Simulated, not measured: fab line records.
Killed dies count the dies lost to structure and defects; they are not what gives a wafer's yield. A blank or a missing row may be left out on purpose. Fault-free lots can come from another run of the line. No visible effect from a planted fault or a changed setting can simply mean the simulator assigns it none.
Lot-split experiment | flow ritCmos | on a route of 202 steps: 5 lots, 23 wafers read

## THE SPLIT ITSELF
At RIT_NSD_IMPLANT_08, the setting energyKev was moved away from the recipe's 25 on 11 of the 23 wafers read, by -5.6% to +5.6%. The other wafers ran this setting at the recipe's value.

The reading comes from the split's own step.

## THE READING
The simulator's own value implant.drpNm, read by no gauge, in nm at RIT_NSD_IMPLANT_08. The file gives no usual value for it.

wafer  | tool, chamber at the split | energyKev as run | against the recipe | implant.drpNm, nm | against lot-mates on the recipe
L074.2 | implanter-04, 0            | 24.22            | -3.1%              | 14.56             | -0.28
L074.3 | implanter-04, 0            | 24.22            | -3.1%              | 14.56             | -0.28
L074.6 | implanter-04, 0            | 24.22            | -3.1%              | 14.56             | -0.28
L074.4 | implanter-04, 0            | 25               | recipe             | 14.84             | -
L074.5 | implanter-04, 0            | 25               | recipe             | 14.84             | -
L077.1 | implanter-04, 0            | 26.4             | +5.6%              | 15.33             | +0.49
L077.2 | implanter-04, 0            | 26.4             | +5.6%              | 15.33             | +0.49
L077.3 | implanter-04, 0            | 25               | recipe             | 14.84             | -
L077.4 | implanter-04, 0            | 25               | recipe             | 14.84             | -
L077.6 | implanter-04, 0            | 25               | recipe             | 14.84             | -
L078.2 | implanter-03, 0            | 25               | recipe             | 14.84             | -
L078.3 | implanter-03, 0            | 25               | recipe             | 14.84             | -
L078.4 | implanter-03, 0            | 25               | recipe             | 14.84             | -
L081.1 | implanter-04, 0            | 23.6             | -5.6%              | 14.33             | -0.51
L081.2 | implanter-04, 0            | 23.6             | -5.6%              | 14.33             | -0.51
L081.5 | implanter-04, 0            | 23.6             | -5.6%              | 14.33             | -0.51
L081.4 | implanter-04, 0            | 25               | recipe             | 14.84             | -
L081.6 | implanter-04, 0            | 25               | recipe             | 14.84             | -
L083.1 | implanter-03, 0            | 26.35            | +5.4%              | 15.32             | +0.48
L083.2 | implanter-03, 0            | 26.35            | +5.4%              | 15.32             | +0.48
L083.6 | implanter-03, 0            | 26.35            | +5.4%              | 15.32             | +0.48
L083.3 | implanter-03, 0            | 25               | recipe             | 14.84             | -
L083.5 | implanter-03, 0            | 25               | recipe             | 14.84             | -

THE FIT
A straight line over all 23 wafers: implant.drpNm changes by +0.0894 nm for each +1% of energyKev; r = +1.00; the points scatter about the line by 0.0041 nm.
The same after taking each lot's own level away (the mean of its wafers on the recipe; 23 wafers): +0.0894 nm for each +1%; r = +1.00; scatter 0.0041 nm.
On that fit, the largest move of energyKev shifts the reading by 0.5 nm.
The lots' own levels span 14.840 to 14.840 nm.
So the lot-to-lot level changes the slope little: the two slopes agree.
Check: +0.5 nm against its lot-mates is what the line predicts for one of the wafers moved furthest among these (+5.6%) when that wafer is left out of the fit. It came out at +0.49 nm against them.

## OTHER SPLITS APPLIED TO THESE WAFERS
Other splits were also applied to these wafers ahead of the reading. Each is held against what the fit with the lots' levels taken away leaves over:
other split on the same wafers   | wafers away from the commonest value | r with implant.drpNm (lot level and that fit taken away)
RIT_ACTIVE_CVD_03 nh3FlowSccm    | 10                                   | +0.17
RIT_ACTIVE_ETCH_13 pressureMtorr | 18                                   | +0.28
RIT_FOX2_OXIDATION_00 oxTimeS    | 15                                   | +0.27
RIT_NWELL_IMPLANT_08 energyKev   | 7                                    | -0.08
RIT_NRETRO_COAT_01 resistThkNm   | 11                                   | -0.10
RIT_NRETRO_SOFTBAKE_02 tempC     | 8                                    | -0.11
RIT_NLDD_COAT_01 spinRpm         | 6                                    | -0.35
RIT_PLDD_COAT_01 resistThkNm     | 7                                    | -0.19
RIT_PLDD_IMPLANT_08 energyKev    | 7                                    | +0.07
RIT_NSD_SOFTBAKE_02 tempC        | 10                                   | +0.02

## THE FILE'S OWN FIT
implant.drpNm changes by +0.0893 nm for each +1% of energyKev, r = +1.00.
